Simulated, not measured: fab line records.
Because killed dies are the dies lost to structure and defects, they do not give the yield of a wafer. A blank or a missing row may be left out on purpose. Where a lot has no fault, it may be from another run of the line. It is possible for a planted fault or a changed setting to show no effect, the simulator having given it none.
Split-lot experiment :: flow berkeley-cmos170 :: route with 331 steps; 5 lots, 23 wafers read

ON THE SPLIT
At UCB170_V1_EXPOSE_09 (exposes mask VIA1, target cd 700 nm), the setting dose-mj was moved away from the recipe's 37 on 6 of the 23 wafers read, by -5.9% to +4.2%. All remaining wafers had this setting at the recipe value.

FROM THE SPLIT TO THE READING: what the file shows between them, 5 steps
- UCB170_V1_PEB_10
- UCB170_V1_DEVELOP_11: develop time 45 s
- UCB170_V1_CD_MEAS_12: target cd 700 nm
- UCB170_V1_ETCH_14: etches SiO2 in CHF3/CF4/Ar, stops on Al, target depth 1250 nm, time 291 s
- UCB170_V1_STRIP_15: strips in O2

THE READING
cd-nm (nm) at UCB170_V1_CD_MEAS_90, where the cd target is 700 nm. Fault-free wafers of this fab line usually give 700.4 nm, standard deviation 1.6 nm.

wafer: L075.2
tool, chamber at the split: krf-scanner-01, 0
dose-mj as run: 37
against the recipe: recipe
cd-nm, nm: 701.2
against lot-mates on the recipe: -

wafer: L075.3
tool, chamber at the split: krf-scanner-01, 0
dose-mj as run: 37
against the recipe: recipe
cd-nm, nm: 702.3
against lot-mates on the recipe: -

wafer: L075.4
tool, chamber at the split: krf-scanner-01, 0
dose-mj as run: 37
against the recipe: recipe
cd-nm, nm: 703.2
against lot-mates on the recipe: -

wafer: L074.2
tool, chamber at the split: krf-scanner-01, 0
dose-mj as run: 37
against the recipe: recipe
cd-nm, nm: 699.6
against lot-mates on the recipe: -

wafer: L074.3
tool, chamber at the split: krf-scanner-01, 0
dose-mj as run: 37
against the recipe: recipe
cd-nm, nm: 698.4
against lot-mates on the recipe: -

wafer: L074.4
tool, chamber at the split: krf-scanner-01, 0
dose-mj as run: 37
against the recipe: recipe
cd-nm, nm: 698.6
against lot-mates on the recipe: -

wafer: L074.5
tool, chamber at the split: krf-scanner-01, 0
dose-mj as run: 37
against the recipe: recipe
cd-nm, nm: 699.2
against lot-mates on the recipe: -

wafer: L074.6
tool, chamber at the split: krf-scanner-01, 0
dose-mj as run: 37
against the recipe: recipe
cd-nm, nm: 699.3
against lot-mates on the recipe: -

wafer: L078.1
tool, chamber at the split: krf-scanner-02, 0
dose-mj as run: 37
against the recipe: recipe
cd-nm, nm: 700.3
against lot-mates on the recipe: -

wafer: L078.2
tool, chamber at the split: krf-scanner-02, 0
dose-mj as run: 37
against the recipe: recipe
cd-nm, nm: 698.6
against lot-mates on the recipe: -

wafer: L078.3
tool, chamber at the split: krf-scanner-02, 0
dose-mj as run: 37
against the recipe: recipe
cd-nm, nm: 698.9
against lot-mates on the recipe: -

wafer: L078.4
tool, chamber at the split: krf-scanner-02, 0
dose-mj as run: 37
against the recipe: recipe
cd-nm, nm: 698.6
against lot-mates on the recipe: -

wafer: L078.6
tool, chamber at the split: krf-scanner-02, 0
dose-mj as run: 37
against the recipe: recipe
cd-nm, nm: 699.8
against lot-mates on the recipe: -

wafer: L081.1
tool, chamber at the split: krf-scanner-01, 0
dose-mj as run: 37
against the recipe: recipe
cd-nm, nm: 701.9
against lot-mates on the recipe: -

wafer: L081.2
tool, chamber at the split: krf-scanner-01, 0
dose-mj as run: 37
against the recipe: recipe
cd-nm, nm: 700.2
against lot-mates on the recipe: -

wafer: L081.3
tool, chamber at the split: krf-scanner-01, 0
dose-mj as run: 38.54
against the recipe: +4.2%
cd-nm, nm: 709.6
against lot-mates on the recipe: +8.6

wafer: L081.4
tool, chamber at the split: krf-scanner-01, 0
dose-mj as run: 38.54
against the recipe: +4.2%
cd-nm, nm: 708.3
against lot-mates on the recipe: +7.2

wafer: L081.6
tool, chamber at the split: krf-scanner-01, 0
dose-mj as run: 38.54
against the recipe: +4.2%
cd-nm, nm: 707.3
against lot-mates on the recipe: +6.2

wafer: L080.1
tool, chamber at the split: krf-scanner-02, 0
dose-mj as run: 34.81
against the recipe: -5.9%
cd-nm, nm: 689.9
against lot-mates on the recipe: -9.5

wafer: L080.2
tool, chamber at the split: krf-scanner-02, 0
dose-mj as run: 37
against the recipe: recipe
cd-nm, nm: 698.6
against lot-mates on the recipe: -

wafer: L080.3
tool, chamber at the split: krf-scanner-02, 0
dose-mj as run: 34.81
against the recipe: -5.9%
cd-nm, nm: 689.3
against lot-mates on the recipe: -10.1

wafer: L080.4
tool, chamber at the split: krf-scanner-02, 0
dose-mj as run: 34.81
against the recipe: -5.9%
cd-nm, nm: 689.1
against lot-mates on the recipe: -10.2

wafer: L080.5
tool, chamber at the split: krf-scanner-02, 0
dose-mj as run: 37
against the recipe: recipe
cd-nm, nm: 700.1
against lot-mates on the recipe: -

THE FIT
A straight line over all 23 wafers: cd-nm changes by +1.87 nm for each +1% of dose-mj; r = +0.97; the points scatter about the line by 1.4 nm.
The same after taking each lot's own level away (the mean of its wafers on the recipe; 23 wafers): +1.71 nm for each +1%; r = +0.99; scatter 0.73 nm.
On that fit, the largest move of dose-mj shifts the reading by 10 nm.
From 699.02 to 702.23 nm: that is the span of the lots' own levels, equal to 2.0 times the standard deviation above.
The two slopes agree, so the slope changes little with the lot-to-lot level.
Check: -10.2 nm against its lot-mates is what the line predicts for one of the wafers moved furthest among these (-5.9%) when that wafer is left out of the fit. It came out at -9.45 nm against them.

OTHER SPLITS ON THESE WAFERS
Before the reading, these wafers also passed through other splits. Each is held against what the fit with the lots' levels taken away leaves over:
other split on the same wafers: UCB170_NSD_IMPLANT_08 dose-cm2
wafers away from the commonest value: 10
r with cd-nm (lot level and that fit taken away): +0.16

other split on the same wafers: UCB170_BACKSIDE_SOFTBAKE_02 temp-c
wafers away from the commonest value: 4
r with cd-nm (lot level and that fit taken away): +0.08

other split on the same wafers: UCB170_SILICIDE_SPUTTER_01 time-s
wafers away from the commonest value: 7
r with cd-nm (lot level and that fit taken away): +0.03

other split on the same wafers: UCB170_V1_CVD_00 time-s
wafers away from the commonest value: 8
r with cd-nm (lot level and that fit taken away): -0.12

THE WHOLE CHAIN: every reading that the file lists as answering this split, in the file's order
step: UCB170_V1_CD_MEAS_12
what it does: target cd 700 nm
reading: cd-nm
change (the file's fit): +1.68 nm for each +1% of the setting
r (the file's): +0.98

step: UCB170_V1_ETCH_14
what it does: etches SiO2 in CHF3/CF4/Ar, stops on Al, target depth 1250 nm, time 291 s
reading: V1.cd-nm (the simulator's own value, which no gauge read)
change (the file's fit): +1.71 nm for each +1% of the setting
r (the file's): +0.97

step: UCB170_V1_CD_MEAS_90
what it does: target cd 700 nm
reading: cd-nm
change (the file's fit): +1.7 nm for each +1% of the setting
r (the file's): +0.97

FILE'S OWN FIT
cd-nm changes by +1.7 nm for each +1% of dose-mj, r = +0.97.
